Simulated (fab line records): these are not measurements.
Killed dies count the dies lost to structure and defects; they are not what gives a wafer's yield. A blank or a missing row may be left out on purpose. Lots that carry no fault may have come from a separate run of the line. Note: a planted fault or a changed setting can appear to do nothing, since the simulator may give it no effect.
Problem report in the 8D (eight disciplines) form, filled by code	flow ritCmos	the parts of the form that need people (team, actions taken, sign-off) are left out

1. THE PROBLEM
Mean CONTACT_OVL at RIT_CONTACT_OVL_MEAS_09: 171.9 nm over 11 wafers in 4 lots; fault-free wafers: 0.2 nm, standard deviation 1.2. That is +99 or more standard deviations from the usual mean.
Earliest sighting: wafer L761.1 on overlay-01 at day 5 13:10. At this step, 47 wafers from 16 lots have a number in the record. The rule behind "out" and "out of limits": a value lying over 4 standard deviations away from the usual mean. All remaining wafers that have a number are taken as sound.

2. WHAT IT IS, AND WHAT IT ISN'T
question	is	is not
which readings at this step	CONTACT_OVL	-
which lots	L761, L762, L763, L765	L751, L752, L753, L754, L755, L756, L757, L758, L759, L760, L767, L773
which wafers of those lots	all that have a number	-
read on which gauges	overlay-01, overlay-02	-
when	from day 5 13:10	up to then (30 sound wafers); but 6 sound wafers of L767, L773 came after

3. SUSPECTS, AND WHAT RULES EACH OUT
Counting: a tool at a process step up to the reading stays a suspect if it ran every lot that is out and no sound lot after the first of them.
- the gauge at RIT_CONTACT_OVL_MEAS_09: ruled out. 2 gauges (overlay-01, overlay-02) read the wafers that are out.
- ilineStepper-02 at RIT_CONTACT_EXPOSE_05 (exposes mask M11, target cd 1000 nm): kept. Every lot that is out went through it, starting with L761 (day 5 12:31), and after that it ran no sound lot; the last sound lot it ran before then is L760 (day 5 11:01).
After counting, what remains is ilineStepper-02 at RIT_CONTACT_EXPOSE_05.

4. THE CAUSE (what the simulator had put in)
Scanner matching overlay: ilineStepper-02, from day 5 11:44 on, at RIT_CONTACT_EXPOSE_05. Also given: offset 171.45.
This tool alone remained once counting was done.

5. THE CHAIN OF EFFECTS, in route order
Rows list readings where the struck wafers' mean (over those with a number) sits beyond 3 standard deviations from the usual. Only readings whose record carries a usual standard deviation are examined. hours: median over the lots of the time between each lot's start at the first step of this table that gives one and its start at this step. sigmas: the change, counted in usual standard deviations.
hours	step	reading	usual	on struck wafers	change	sigmas
0	RIT_CONTACT_OVL_MEAS_09	CONTACT_OVL	0.2 nm	171.9	+171.7	+99 or more
Later steps that measure or inspect, where all struck wafers having a row at the step show a number for every such reading and not one has moved that far: RIT_M1_BOW_MEAS_16.

6. WHAT WOULD HAVE CAUGHT IT SOONER
In this record the first reading out of limits at a measuring or inspecting step was taken at day 5 13:10, 1 hour after the fault began at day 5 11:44.
Lots out: 4; of these, L762, L763, L765 started RIT_CONTACT_EXPOSE_05 on ilineStepper-02 after day 5 13:10. A hold on the tool at that time would have spared those 3.
